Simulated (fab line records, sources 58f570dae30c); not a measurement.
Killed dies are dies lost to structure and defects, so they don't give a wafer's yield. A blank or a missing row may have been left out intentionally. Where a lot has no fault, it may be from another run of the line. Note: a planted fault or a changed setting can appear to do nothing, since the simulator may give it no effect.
Which of the tools did it? :: flow berkeley-cmos170 :: Sampling: 14 lots, 42 wafers, 2 of 331 route steps

## WHAT THE GAUGES SHOWED, per wafer
UCB170_PWELL_TW_MEAS_17. Usual: PWELL_TW 375, standard deviation 3.1.
lot: L272
measured: day 3 05:17
on: film-metro-03
PWELL_TW: 372 372 370
flag: 

lot: L273
measured: day 3 08:16
on: film-metro-04
PWELL_TW: 380 378 382
flag: 

lot: L274
measured: day 3 08:38
on: film-metro-04
PWELL_TW: 381 380 380
flag: 

lot: L276
measured: day 4 01:13
on: film-metro-03
PWELL_TW: 375 373 373
flag: 

lot: L278
measured: day 4 07:38
on: film-metro-04
PWELL_TW: 377 376 376
flag: 

lot: L279
measured: day 4 07:49
on: film-metro-03
PWELL_TW: 374 370 373
flag: 

lot: L277
measured: day 4 08:05
on: film-metro-04
PWELL_TW: 378 377 376
flag: 

lot: L281
measured: day 5 07:31
on: film-metro-02
PWELL_TW: 375 375 374
flag: 

lot: L285
measured: day 5 18:14
on: film-metro-03
PWELL_TW: 460 460 460
flag: OFF

lot: L286
measured: day 5 22:05
on: film-metro-04
PWELL_TW: 468 469 469
flag: OFF

lot: L290
measured: day 6 15:17
on: film-metro-02
PWELL_TW: 377 376 378
flag: 

lot: L288
measured: day 6 15:28
on: film-metro-03
PWELL_TW: 372 369 371
flag: 

lot: L293
measured: day 7 09:16
on: film-metro-04
PWELL_TW: 376 376 378
flag: 

lot: L294
measured: day 7 14:20
on: film-metro-03
PWELL_TW: 375 374 374
flag: 

## WHICH TOOL RAN EACH LOT (tool, then ch and the chambers of the sampled wafers, then the start)
lot: L272
UCB170_PWELL_IMPLANT_15: implanter-01 ch 0, day 3 05:02

lot: L273
UCB170_PWELL_IMPLANT_15: implanter-01 ch 0, day 3 08:01

lot: L274
UCB170_PWELL_IMPLANT_15: implanter-02 ch 0, day 3 08:23

lot: L276
UCB170_PWELL_IMPLANT_15: implanter-03 ch 0, day 4 00:58

lot: L278
UCB170_PWELL_IMPLANT_15: implanter-03 ch 0, day 4 07:25

lot: L279
UCB170_PWELL_IMPLANT_15: implanter-01 ch 0, day 4 07:34

lot: L277
UCB170_PWELL_IMPLANT_15: implanter-02 ch 0, day 4 07:46

lot: L281
UCB170_PWELL_IMPLANT_15: implanter-01 ch 0, day 5 07:16

lot: L285
UCB170_PWELL_IMPLANT_15: implanter-02 ch 0, day 5 17:41

lot: L286
UCB170_PWELL_IMPLANT_15: implanter-02 ch 0, day 5 21:32

lot: L290
UCB170_PWELL_IMPLANT_15: implanter-03 ch 0, day 6 15:02

lot: L288
UCB170_PWELL_IMPLANT_15: implanter-02 ch 0, day 6 15:13

lot: L293
UCB170_PWELL_IMPLANT_15: implanter-01 ch 0, day 7 09:04

lot: L294
UCB170_PWELL_IMPLANT_15: implanter-02 ch 0, day 7 14:05
- UCB170_PWELL_IMPLANT_15

## AS READ BY THE TOOLS THEMSELVES (means over the sampled wafers that have a number; for cases with no such wafer, the mark the record gives instead)
The record holds no such reading with a usual standard deviation.

## THE ANSWER, worked out from the rows above alone
Rule: lot off if the mean of its wafers having a number is beyond 3 standard deviations from the usual mean. A lot without any number at a reading at which 4 lots or more have one is off too. The other lots that the step has rows for count as sound. After the gauges, taken in route order, come the tools' own readings; for these a lot's mean is taken, as printed above. At the first step where some lot is off, the reading lying furthest off is the one used; lots without a number count as furthest.
Off: at UCB170_PWELL_TW_MEAS_17 (PWELL_TW), L285, L286.
A tool fits if, at a process step before that reading, it ran every lot that is off, and no sound lot after the first of them. The gauges at UCB170_PWELL_TW_MEAS_17 are tried like those tools. Not one of the candidates tried fits.

## WHAT THE SIMULATOR PUT IN
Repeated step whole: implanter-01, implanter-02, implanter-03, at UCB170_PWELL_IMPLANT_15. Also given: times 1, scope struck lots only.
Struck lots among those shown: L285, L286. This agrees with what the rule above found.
